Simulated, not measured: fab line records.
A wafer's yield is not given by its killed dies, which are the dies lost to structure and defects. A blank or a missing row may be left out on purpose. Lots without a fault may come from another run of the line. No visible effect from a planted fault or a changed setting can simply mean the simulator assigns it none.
Split-lot experiment    flow berkeley-cmos170    on a route of 331 steps: 5 lots, 23 wafers read

== SPLIT DETAILS ==
At UCB170_NLDD_IMPLANT_08, the setting energy-kev was moved away from the recipe's 30 on 5 of the 23 wafers read, by -3.0% to +4.7%. For the rest of the wafers, this setting stayed at what the recipe calls for.

== FROM THE SPLIT TO THE READING: what the file shows between them, 3 steps ==
- UCB170_BACKSIDE_SOFTBAKE_02: time 60 s (also split here: temp-c)
- UCB170_BACKSIDE_STRIP_03: strips in O2
- UCB170_BACKSIDE_CLEAN_04: cleans in SPM, time 600 s

== THE READING ==
NLDD_RS in ohm/sq, measured at UCB170_SDANNEAL_RS_MEAS_05 by four-point-probe. On this fab line, fault-free wafers typically give 616.4 ohm/sq with a standard deviation of 1.1 ohm/sq.

wafer   tool, chamber at the split  energy-kev as run  against the recipe  NLDD_RS, ohm/sq  against lot-mates on the recipe
L076.1  implanter-01, 0             31.41              +4.7%               613.0            -4.5
L076.2  implanter-01, 0             31.41              +4.7%               612.8            -4.7
L076.3  implanter-01, 0             30                 recipe              617.6            -
L076.4  implanter-01, 0             30                 recipe              618.4            -
L076.6  implanter-01, 0             30                 recipe              616.5            -
L077.1  implanter-04, 0             30                 recipe              615.2            -
L077.2  implanter-04, 0             30                 recipe              616.2            -
L077.3  implanter-04, 0             30                 recipe              613.6            -
L077.4  implanter-04, 0             30                 recipe              615.0            -
L077.6  implanter-04, 0             30                 recipe              616.4            -
L079.1  implanter-04, 0             30                 recipe              615.2            -
L079.2  implanter-04, 0             29.1               -3.0%               619.0            +3.8
L079.4  implanter-04, 0             29.1               -3.0%               616.4            +1.2
L079.5  implanter-04, 0             29.1               -3.0%               618.6            +3.4
L079.6  implanter-04, 0             30                 recipe              615.1            -
L081.1  implanter-01, 0             30                 recipe              617.6            -
L081.2  implanter-01, 0             30                 recipe              617.1            -
L081.4  implanter-01, 0             30                 recipe              617.2            -
L081.5  implanter-01, 0             30                 recipe              615.7            -
L081.6  implanter-01, 0             30                 recipe              617.4            -
L083.1  implanter-02, 0             30                 recipe              616.8            -
L083.5  implanter-02, 0             30                 recipe              616.8            -
L083.6  implanter-02, 0             30                 recipe              617.4            -

FIT RESULTS
A straight line over all 23 wafers: NLDD_RS changes by -0.664 ohm/sq for each +1% of energy-kev; r = -0.72; the points scatter about the line by 1.2 ohm/sq.
The same after taking each lot's own level away (the mean of its wafers on the recipe; 23 wafers): -0.968 ohm/sq for each +1%; r = -0.91; scatter 0.8 ohm/sq.
Per that fit: largest energy-kev move, reading shift of 4.5 ohm/sq.
The span of the lots' own levels, 615.15 to 617.50 ohm/sq, comes to 2.1 times the standard deviation stated above.
So the lot-to-lot level blurs the effect unless lot-mates are compared.
Check: with one of the wafers moved furthest among these (+4.7%) left out of the fit, the line predicts -4.59 ohm/sq for it against its lot-mates. It came out at -4.5 ohm/sq against them.

== OTHER SPLITS ON THESE WAFERS ==
Other splits were also applied to these wafers ahead of the reading. Each is held against what the fit with the lots' levels taken away leaves over:
other split on the same wafers      wafers away from the commonest value  r with NLDD_RS (lot level and that fit taken away)
UCB170_PVT_COAT_01 resist-thk-nm    8                                     -0.10
UCB170_PLDD_COAT_01 resist-thk-nm   6                                     -0.04
UCB170_BACKSIDE_SOFTBAKE_02 temp-c  4                                     +0.05

== THE WHOLE CHAIN: every reading that the file lists as answering this split, in the file's order ==
step                        what it does                  reading                                                          change (the file's fit)                 r (the file's)
UCB170_NLDD_IMPLANT_08                                    implant.rp-nm (the simulator's own value, which no gauge read)   +0.164 nm for each +1% of the setting   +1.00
UCB170_NLDD_IMPLANT_08                                    implant.drp-nm (the simulator's own value, which no gauge read)  +0.0702 nm for each +1% of the setting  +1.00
UCB170_SDANNEAL_RS_MEAS_05  measures by four-point-probe  NLDD_RS                                                          -0.964 for each +1% of the setting      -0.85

== FILE'S OWN FIT ==
NLDD_RS changes by -0.964 ohm/sq for each +1% of energy-kev, r = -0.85.
